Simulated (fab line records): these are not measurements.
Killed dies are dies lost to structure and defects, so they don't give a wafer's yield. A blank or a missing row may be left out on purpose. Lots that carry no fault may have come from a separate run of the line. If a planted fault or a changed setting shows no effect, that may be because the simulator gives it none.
What tool caused it? ; flow berkeley_cmos170 ; 39 wafers from 13 lots sampled at 6 of the route's 331 steps

## WHAT EACH GAUGE READ, for each wafer
UCB170_V1_BOW_MEAS_03. Usual: V1_BOW gives 19 um (standard deviation 6.9).
lot;measured;on;V1_BOW (um);flag
L760;day 8 06:58;film_metro-01;16 16 27;
L761;day 8 17:23;film_metro-03;30 23 20;
L763;day 8 18:42;film_metro-01;14 8 18;
L762;day 8 20:01;film_metro-03;25 21 10;
L765;day 9 04:01;film_metro-01;29 14 16;
L764;day 9 05:23;film_metro-03;18 7 21;
L766;day 9 12:45;film_metro-04;20 18 19;
L768;day 9 14:26;film_metro-04;30 23 32;
L770;day 10 04:24;film_metro-04;17 10 17;
L771;day 10 05:46;film_metro-01;24 19 26;
L769;day 10 07:09;film_metro-03;12 21 23;
L776;day 11 16:52;film_metro-01;21 25 25;
L781;day 13 05:52;film_metro-01;23 16 26;

UCB170_V1_THK_MEAS_04. Usual: V1_POLISHED_THK gives 999.9 nm (standard deviation 0.99).
lot;measured;on;V1_POLISHED_THK (nm);flag
L760;day 8 07:05;film_metro-01;1000.6 999.8 1000.0;
L761;day 8 17:29;film_metro-03;1000.4 1001.4 1000.0;
L763;day 8 18:49;film_metro-01;1000.9 1001.4 1000.8;
L762;day 8 20:08;film_metro-03;1000.1 1000.2 1000.5;
L765;day 9 04:08;film_metro-01;998.4 999.7 999.9;
L764;day 9 05:29;film_metro-03;998.3 1001.2 999.9;
L766;day 9 12:52;film_metro-04;1000.6 1000.5 1001.5;
L768;day 9 14:34;film_metro-04;1000.8 999.8 999.9;
L770;day 10 04:31;film_metro-04;1000.3 1000.4 1000.5;
L771;day 10 05:52;film_metro-01;1000.0 998.8 998.1;
L769;day 10 07:16;film_metro-03;999.6 998.1 999.0;
L776;day 11 16:59;film_metro-01;750.0 999.7 999.8;OFF
L781;day 13 05:59;film_metro-01;999.6 999.6 998.9;

UCB170_V1_CD_MEAS_12: the cd target is 700 nm. Usual: cd_nm at 700.2 nm, with a standard deviation of 1.1.
lot;measured;on;cd_nm (nm);flag
L760;day 8 08:28;cd_sem-01;699.4 698.5 698.7;
L761;day 8 18:43;cd_sem-02;700.4 699.6 699.8;
L763;day 8 21:04;cd_sem-02;701.9 701.4 701.0;
L762;day 9 00:26;cd_sem-01;700.8 699.4 700.7;
L765;day 9 05:38;cd_sem-02;700.3 698.7 698.4;
L764;day 9 06:52;cd_sem-02;700.9 702.0 701.3;
L766;day 9 14:39;cd_sem-02;699.4 699.1 699.3;
L768;day 9 16:45;cd_sem-02;699.7 701.1 702.3;
L770;day 10 05:43;cd_sem-02;698.3 698.1 700.5;
L771;day 10 06:57;cd_sem-02;701.1 701.2 700.5;
L769;day 10 08:50;cd_sem-02;698.2 699.8 698.6;
L776;day 11 18:17;cd_sem-02;700.7 700.1 699.7;
L781;day 13 07:18;cd_sem-01;700.7 698.9 698.2;

UCB170_V1_CD_MEAS_90: the cd target is 700 nm. Usual: cd_nm at 700.1 nm, with a standard deviation of 1.3.
lot;measured;on;cd_nm (nm);flag
L760;day 8 08:53;cd_sem-01;699.6 699.1 698.7;
L761;day 8 19:09;cd_sem-01;700.4 699.3 699.3;
L763;day 8 21:29;cd_sem-01;701.9 701.5 701.0;
L762;day 9 00:55;cd_sem-01;699.9 697.8 700.2;
L765;day 9 06:05;cd_sem-02;700.9 697.7 697.2;
L764;day 9 07:17;cd_sem-02;700.7 701.4 701.2;
L766;day 9 15:05;cd_sem-01;700.0 698.5 699.8;
L768;day 9 17:11;cd_sem-01;699.4 700.7 702.1;
L770;day 10 06:10;cd_sem-01;698.4 697.5 699.5;
L771;day 10 07:23;cd_sem-01;699.9 701.0 701.2;
L769;day 10 09:16;cd_sem-01;698.2 699.7 699.7;
L776;day 11 18:44;cd_sem-01;700.4 700.3 699.3;
L781;day 13 07:44;cd_sem-01;699.9 698.9 698.2;

## WHAT TOOL EACH LOT RAN ON (gives the tool, then ch and the chambers of the sampled wafers, and finally the start)
lot;UCB170_V1_CMP_02;UCB170_V1_ETCH_14
L760;cmp-01 ch 0,2,3, day 8 06:40;rie_diel-01 ch 0,2,3, day 8 08:37
L761;cmp-02 ch 0,1,3, day 8 17:08;rie_diel-02 ch 1,2, day 8 18:50
L763;cmp-01 ch 1,2,3, day 8 18:26;rie_diel-01 ch 1,2, day 8 21:12
L762;cmp-02 ch 0,1,3, day 8 19:43;rie_diel-02 ch 0,2,3, day 9 00:35
L765;cmp-01 ch 0,1,3, day 9 03:46;rie_diel-02 ch 0,1, day 9 05:48
L764;cmp-01 ch 1,2, day 9 05:06;rie_diel-02 ch 0,2,3, day 9 06:58
L766;cmp-02 ch 0,2,3, day 9 12:27;rie_diel-01 ch 0,1,3, day 9 14:48
L768;cmp-02 ch 0,1,3, day 9 14:11;rie_diel-04 ch 0,1,3, day 9 16:54
L770;cmp-01 ch 1,2,3, day 10 04:06;rie_diel-01 ch 0,1,2, day 10 05:53
L771;cmp-01 ch 2,3, day 10 05:26;rie_diel-04 ch 0,1,2, day 10 07:05
L769;cmp-01 ch 1,2,3, day 10 06:54;rie_diel-01 ch 0,1,3, day 10 08:59
L776;cmp-01 ch 1,2,3, day 11 16:34;rie_diel-02 ch 0,2,3, day 11 18:27
L781;cmp-02 ch 0,1, day 13 05:31;rie_diel-01 ch 0,1,3, day 13 07:26
- UCB170_V1_CMP_02: polishes SiO2.
- UCB170_V1_ETCH_14: etches SiO2 in CHF3/CF4/Ar, stops on Al, target depth 1250 nm, time 291 s.

## AS READ BY THE TOOLS THEMSELVES (means over the sampled wafers that have a number; for cases with no such wafer, the mark the record gives instead)
UCB170_V1_CMP_02. Usual: head_pressure_psi 6.004 psi, standard deviation 0.013; motor_current_A 15.3 A, standard deviation 1.
lot;tool;head_pressure_psi (psi);motor_current_A (A);flag
L760;cmp-01;6.000;15.4;
L761;cmp-02;6.001;15.4;
L763;cmp-01;6.005;14.8;
L762;cmp-02;6.002;15.4;
L765;cmp-01;6.005;15.6;
L764;cmp-01;6.003;14.8;
L766;cmp-02;6.007;15.1;
L768;cmp-02;6.008;15.3;
L770;cmp-01;6.003;15.1;
L771;cmp-01;6.015;16.1;
L769;cmp-01;6.001;15.4;
L776;cmp-01;5.994;14.8;
L781;cmp-02;5.992;14.1;

UCB170_V1_ETCH_14. Usual: drypump_motor_current_A 5.7 A, standard deviation 0.5; oes_product_au 0.875 a.u., standard deviation 0.015; throttle_valve_pct 6.99 %, standard deviation 0.14.
lot;tool;drypump_motor_current_A (A);oes_product_au (a.u.);throttle_valve_pct (%);flag
L760;rie_diel-01;5.7;0.884;7.02;
L761;rie_diel-02;5.6;0.879;6.78;
L763;rie_diel-01;6.4;0.882;7.02;
L762;rie_diel-02;5.4;0.871;6.97;
L765;rie_diel-02;5.4;0.864;6.95;
L764;rie_diel-02;5.4;0.866;6.97;
L766;rie_diel-01;5.8;0.882;7.09;
L768;rie_diel-04;5.8;0.871;6.98;
L770;rie_diel-01;5.9;0.882;6.97;
L771;rie_diel-04;5.8;0.879;7.03;
L769;rie_diel-01;5.8;0.880;7.07;
L776;rie_diel-02;5.4;0.830;6.97;OFF
L781;rie_diel-01;5.8;0.879;7.07;

## THE ANSWER, worked out from the rows above alone
Rule: a lot is off if the mean of its wafers that have a number lies more than 3 standard deviations from the usual mean. A lot without any number at a reading at which 4 lots or more have one is off too. Any other lot the step has rows for is counted as sound. The gauges are gone through in route order, then the tools' own readings, and for those a lot's mean is taken as printed above. The first step at which some lot is off is used, and at that step the reading that is off furthest; a lot without a number counts as furthest.
Off: at UCB170_V1_THK_MEAS_04 (V1_POLISHED_THK), L776.
If a tool, at a process step before that reading, ran all the lots that are off and no sound lot after the first of them, it fits. Not tried: the gauges at UCB170_V1_THK_MEAS_04; whatever is off there is also off at UCB170_V1_ETCH_14, on other tools, and gauge error can't account for it. One fits: UCB170_V1_CMP_02 on cmp-01. A fault onset in the window from L769 (day 10 06:54, its last sound lot) to L776 (day 11 16:34, its first lot off) fits.

## WHAT HAD BEEN PUT IN BY THE SIMULATOR
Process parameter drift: cmp-01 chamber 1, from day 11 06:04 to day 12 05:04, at UCB170_V1_CMP_02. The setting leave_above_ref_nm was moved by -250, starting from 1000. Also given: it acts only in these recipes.
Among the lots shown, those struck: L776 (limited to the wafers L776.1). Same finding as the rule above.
